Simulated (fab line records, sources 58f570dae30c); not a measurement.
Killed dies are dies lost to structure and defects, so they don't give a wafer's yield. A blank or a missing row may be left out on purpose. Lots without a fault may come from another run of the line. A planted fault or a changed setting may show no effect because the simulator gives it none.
Chamber matching | flow berkeley_cmos170 | UCB170_WELLDRIVE_CLEAN_00 on wet_bench-04: 4 sister chambers
The step cleans in SPM, time 600 s. 4 wafers are shown with their chamber, then 8 later ones without.

WAFERS WITH THEIR CHAMBER
wafer  | chamber | bath_guard_temp_C (C)
L718.6 | 1       | 119.73
L720.6 | 0       | 119.69
L721.6 | 2       | 119.73
L722.2 | 3       | 120.65

WAFERS WITHOUT THEIR CHAMBER
wafer  | bath_guard_temp_C (C)
L722.3 | 120.26
L722.5 | 119.79
L728.2 | 119.61
L728.4 | 119.69
L728.5 | 119.39
L733.1 | 120.04
L733.3 | 119.96
L733.4 | 119.72

WHICH CHAMBER EACH WENT THROUGH
wafer  | from the rows above               | in truth
L722.3 | can't be placed: 3 or 1 or 2 or 0 | 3
L722.5 | can't be placed: 1 or 2 or 0      | 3
L728.2 | can't be placed: 0 or 1 or 2      | 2
L728.4 | can't be placed: 0 or 1 or 2      | 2
L728.5 | can't be placed: 0 or 1 or 2      | 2
L733.1 | can't be placed: 1 or 2 or 0 or 3 | 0
L733.3 | can't be placed: 1 or 2 or 0      | 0
L733.4 | can't be placed: 1 or 2 or 0      | 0
Placed correctly: 0 of 8. Can't be placed from these rows: 8 (the true chamber is among the candidates in 7). Placed wrongly: 0.
How it was worked out, from the rows above alone: a wafer's distance from a chamber is the root of the sum, over the readings, of the square of ((its reading less the chamber's mean) divided by the reading's scatter). The wafer belongs to the nearest chamber; if the next one is less than 2 further off, it can't be placed. A chamber's mean is the mean of its shown wafers. The scatter: with one shown wafer a chamber, the root of the mean of the squares of how far each hidden wafer lies from its nearest shown one.
